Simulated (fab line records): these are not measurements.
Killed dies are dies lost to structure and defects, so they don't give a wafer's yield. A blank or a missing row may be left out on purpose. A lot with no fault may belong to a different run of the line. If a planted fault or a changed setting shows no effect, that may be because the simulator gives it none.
A struck lot beside a sound one	flow rit cmos	17 steps out of a route of 202
Sound: the wafers L740.1, L740.2, L740.5. Wafers struck: L755.3, L755.5, L755.6. The cause comes at the end.
At each step with rows: each side's tool, then ch and its chambers, then its first start. Under that, the readings that differ: sound wafers	struck wafers	difference of the means	sigmas: that difference in standard deviations of wafers without a fault.
alike: a reading whose means differ by less than 2 such deviations, as well as words and numbers matching on both sides. not compared: withheld readings; readings where some wafer has no value; bounds like >300 that might hide an equal value; numbers whose values overlap and for which the record gives no deviation.
The two part at a step that has a row with sigmas, a row that says differs or no value, or rows on one side only. When numbers do not overlap yet have no deviation, they are printed without sigmas and do not part them. A reading that every wafer of one side lacks parts them only if that side has two wafers or more.

first, 2 steps without rows for these wafers: RIT_NRETRO_HARDBAKE_07 (time 120 s); RIT_NRETRO_IMPLANT_08.
RIT_NRETRO_STRIP_09: strips in O2, time 180 s.
  sound on plasma asher-01 ch 0,1, day 3 09:34; struck on plasma asher-04 ch 0,1, day 6 11:50
  alike: chamber pressure mTorr, drypump motor current A
  not compared: rf hours counter h
RIT_NRETRO_TW_MEAS_10:
  sound on film metro-03, day 3 09:44; struck on film metro-02, day 6 11:58
  alike: NRETRO_TW
then, 6 steps without rows for these wafers: RIT_PRETRO_HMDS_00 (prime time 60 s); RIT_PRETRO_COAT_01 (resist thk 1300 nm); RIT_PRETRO_SOFTBAKE_02 (time 60 s); RIT_PRETRO_EXPOSE_03 (exposes mask M5, target cd 43700 nm); RIT_PRETRO_PEB_04; RIT_PRETRO_DEVELOP_05 (develop time 68 s).
RIT_PRETRO_OVL_MEAS_06:
  sound on overlay-01, day 3 10:47; struck on overlay-02, day 6 12:54
  alike: PRETRO_OVL
then, 1 step without rows for these wafers: RIT_PRETRO_HARDBAKE_07 (time 120 s).
RIT_PRETRO_IMPLANT_08:
  sound on implanter-01 ch 0, day 3 11:05; struck on implanter-02 ch 0, day 6 13:14
reading	sound	struck	difference	sigmas
dose ions cm2	1.1973e+13 1.2e+13 1.2007e+13	8.754e+12 8.757e+12 8.758e+12	-3.237e+12	-99 or more
faraday current uA	37.8 37.5 37.3	28.5 27.3 28.2	-9.5	-13
RIT_PRETRO_STRIP_09: strips in O2, time 180 s.
  sound on plasma asher-02 ch 0,1, day 3 11:14; struck on plasma asher-02 ch 0,1, day 6 13:23
  alike: chamber pressure mTorr, drypump motor current A
  not compared: rf hours counter h
RIT_PRETRO_TW_MEAS_10:
  sound on film metro-01, day 3 11:24; struck on film metro-01, day 6 13:31
reading	sound	struck	difference	sigmas
PRETRO_TW	473 474 474	430 430 427	-45	-8
then, 1 step without rows for these wafers: RIT_GATE_WET_ETCH_00 (etches SiO2 in BOE, target depth 56 nm, time 60 s).
RIT_M1_PROBE_99:
  sound on prober-02, day 4 16:40; struck on prober-01, day 7 18:16
reading	sound	struck	difference	sigmas
model.etest.nmos_0p3.r on ohm um	2171 2211 2226	1985 2047 2063	-171	
model.etest.nmos turned.drive ua um	306.7 298.6 302.8	378.6 366.7 370.9	+69.4	
model.etest.nmos_0p15.drive ua um	446.6 443.7 443.2	521.3 492.9 511.4	+64.0	
model.etest.nmos_0p3.drive ua um	216.2 216.6 217	259 252.6 255.2	+39	
model.etest.nmos narrow.drive ua um	213 213.7 215.4	256.5 248.1 258.2	+40.2	
model.etest.nmos_0p15.off log10 a um	-10.71 -10.7 -10.61	-9.117 -9.546 -9.042	+1.438	
model.etest.retro edge nmos.off log10 a um	-10.47 -10.63 -10.44	-8.861 -9.432 -8.784	+1.488	
model.etest.ring.quiet log10 a (angstrom)	-8.068 -8.129 -8.068	-7.044 -7.482 -6.991	+0.916	
  alike: killed at contacts, killed at front end, killed dies, killed open, killed short

== WHERE THEY PART ==
Earliest at RIT_PRETRO_IMPLANT_08; latest, in this record, at RIT_PRETRO_TW_MEAS_10. Later steps at which nothing parts them and some readings are alike: RIT_M1_PROBE_99.

WHY: what had been put in by the simulator
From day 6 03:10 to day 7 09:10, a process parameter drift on implanter-02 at RIT_PRETRO_IMPLANT_08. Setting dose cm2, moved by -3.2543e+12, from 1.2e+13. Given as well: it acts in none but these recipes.
